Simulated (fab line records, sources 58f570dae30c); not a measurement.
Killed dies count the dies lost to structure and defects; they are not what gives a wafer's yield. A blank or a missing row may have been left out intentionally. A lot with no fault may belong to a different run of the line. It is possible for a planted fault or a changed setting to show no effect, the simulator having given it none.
Split-lot experiment || flow berkeley cmos170 || 23 wafers read across 5 lots, on a route 331 steps long

## THE SPLIT ITSELF
At UCB170_SACOX_OXIDATION_01 (target thk 14.4 nm, ox time 2400 s), the setting ox time s was moved away from the recipe's 2400 s on 20 of the 23 wafers read, by -13.0% to +11.5%. The other wafers ran this setting at the recipe's value.

The file shows no step between the split and the reading.

## THE READING
At UCB170_SACOX_THK_MEAS_02: SACOX_OXIDE_THK, given in nm. Typical for fault-free wafers on this fab line: 14.39 nm, with standard deviation 0.2 nm.

{"wafer": "L074.1", "tool, chamber at the split": "-, -", "ox time s as run, s": 2676, "against the recipe": "+11.5%", "SACOX_OXIDE_THK, nm": 15.70, "against lot-mates on the recipe": "no lot-mate on the recipe"}
{"wafer": "L074.2", "tool, chamber at the split": "-, -", "ox time s as run, s": 2676, "against the recipe": "+11.5%", "SACOX_OXIDE_THK, nm": 15.61, "against lot-mates on the recipe": "no lot-mate on the recipe"}
{"wafer": "L074.4", "tool, chamber at the split": "-, -", "ox time s as run, s": 2676, "against the recipe": "+11.5%", "SACOX_OXIDE_THK, nm": 15.54, "against lot-mates on the recipe": "no lot-mate on the recipe"}
{"wafer": "L074.5", "tool, chamber at the split": "-, -", "ox time s as run, s": 2676, "against the recipe": "+11.5%", "SACOX_OXIDE_THK, nm": 15.72, "against lot-mates on the recipe": "no lot-mate on the recipe"}
{"wafer": "L074.6", "tool, chamber at the split": "-, -", "ox time s as run, s": 2676, "against the recipe": "+11.5%", "SACOX_OXIDE_THK, nm": 15.40, "against lot-mates on the recipe": "no lot-mate on the recipe"}
{"wafer": "L075.1", "tool, chamber at the split": "-, -", "ox time s as run, s": 2087, "against the recipe": "-13.0%", "SACOX_OXIDE_THK, nm": 13.05, "against lot-mates on the recipe": "no lot-mate on the recipe"}
{"wafer": "L075.2", "tool, chamber at the split": "-, -", "ox time s as run, s": 2087, "against the recipe": "-13.0%", "SACOX_OXIDE_THK, nm": 13.31, "against lot-mates on the recipe": "no lot-mate on the recipe"}
{"wafer": "L075.4", "tool, chamber at the split": "-, -", "ox time s as run, s": 2087, "against the recipe": "-13.0%", "SACOX_OXIDE_THK, nm": 13.16, "against lot-mates on the recipe": "no lot-mate on the recipe"}
{"wafer": "L075.5", "tool, chamber at the split": "-, -", "ox time s as run, s": 2087, "against the recipe": "-13.0%", "SACOX_OXIDE_THK, nm": 13.43, "against lot-mates on the recipe": "no lot-mate on the recipe"}
{"wafer": "L075.6", "tool, chamber at the split": "-, -", "ox time s as run, s": 2087, "against the recipe": "-13.0%", "SACOX_OXIDE_THK, nm": 13.09, "against lot-mates on the recipe": "no lot-mate on the recipe"}
{"wafer": "L080.1", "tool, chamber at the split": "furnace-01, 0", "ox time s as run, s": 2400, "against the recipe": "recipe", "SACOX_OXIDE_THK, nm": 14.13, "against lot-mates on the recipe": "-"}
{"wafer": "L080.4", "tool, chamber at the split": "furnace-01, 0", "ox time s as run, s": 2400, "against the recipe": "recipe", "SACOX_OXIDE_THK, nm": 14.57, "against lot-mates on the recipe": "-"}
{"wafer": "L080.6", "tool, chamber at the split": "furnace-01, 0", "ox time s as run, s": 2400, "against the recipe": "recipe", "SACOX_OXIDE_THK, nm": 14.34, "against lot-mates on the recipe": "-"}
{"wafer": "L083.2", "tool, chamber at the split": "-, -", "ox time s as run, s": 2577, "against the recipe": "+7.4%", "SACOX_OXIDE_THK, nm": 15.33, "against lot-mates on the recipe": "no lot-mate on the recipe"}
{"wafer": "L083.3", "tool, chamber at the split": "-, -", "ox time s as run, s": 2577, "against the recipe": "+7.4%", "SACOX_OXIDE_THK, nm": 15.33, "against lot-mates on the recipe": "no lot-mate on the recipe"}
{"wafer": "L083.4", "tool, chamber at the split": "-, -", "ox time s as run, s": 2577, "against the recipe": "+7.4%", "SACOX_OXIDE_THK, nm": 15.19, "against lot-mates on the recipe": "no lot-mate on the recipe"}
{"wafer": "L083.5", "tool, chamber at the split": "-, -", "ox time s as run, s": 2577, "against the recipe": "+7.4%", "SACOX_OXIDE_THK, nm": 15.32, "against lot-mates on the recipe": "no lot-mate on the recipe"}
{"wafer": "L083.6", "tool, chamber at the split": "-, -", "ox time s as run, s": 2577, "against the recipe": "+7.4%", "SACOX_OXIDE_THK, nm": 15.58, "against lot-mates on the recipe": "no lot-mate on the recipe"}
{"wafer": "L082.1", "tool, chamber at the split": "-, -", "ox time s as run, s": 2267, "against the recipe": "-5.5%", "SACOX_OXIDE_THK, nm": 13.63, "against lot-mates on the recipe": "no lot-mate on the recipe"}
{"wafer": "L082.3", "tool, chamber at the split": "-, -", "ox time s as run, s": 2267, "against the recipe": "-5.5%", "SACOX_OXIDE_THK, nm": 13.76, "against lot-mates on the recipe": "no lot-mate on the recipe"}
{"wafer": "L082.4", "tool, chamber at the split": "-, -", "ox time s as run, s": 2267, "against the recipe": "-5.5%", "SACOX_OXIDE_THK, nm": 13.73, "against lot-mates on the recipe": "no lot-mate on the recipe"}
{"wafer": "L082.5", "tool, chamber at the split": "-, -", "ox time s as run, s": 2267, "against the recipe": "-5.5%", "SACOX_OXIDE_THK, nm": 13.70, "against lot-mates on the recipe": "no lot-mate on the recipe"}
{"wafer": "L082.6", "tool, chamber at the split": "-, -", "ox time s as run, s": 2267, "against the recipe": "-5.5%", "SACOX_OXIDE_THK, nm": 13.78, "against lot-mates on the recipe": "no lot-mate on the recipe"}

FIT RESULTS
A straight line over all 23 wafers: SACOX_OXIDE_THK changes by +0.103 nm for each +1% of ox time s; r = +0.98; the points scatter about the line by 0.18 nm.
Too few moved wafers have a lot-mate on the recipe to fit a line with each lot's own level taken away.

## THE WHOLE CHAIN: every reading that the file lists as answering this split, in the file's order
{"step": "UCB170_SACOX_OXIDATION_01", "what it does": "target thk 14.4 nm, ox time 2400 s", "reading": "SiO2_of_SACOX_OXIDATION_01.thk nm (the simulator's own value, which no gauge read)", "change (the file's fit)": "+0.102 nm for each +1% of the setting", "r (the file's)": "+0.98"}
{"step": "UCB170_SACOX_THK_MEAS_02", "what it does": "", "reading": "SACOX_OXIDE_THK", "change (the file's fit)": "+0.103 for each +1% of the setting", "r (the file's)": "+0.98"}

## THE FILE'S OWN FIT
SACOX_OXIDE_THK changes by +0.103 nm for each +1% of ox time s, r = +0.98.
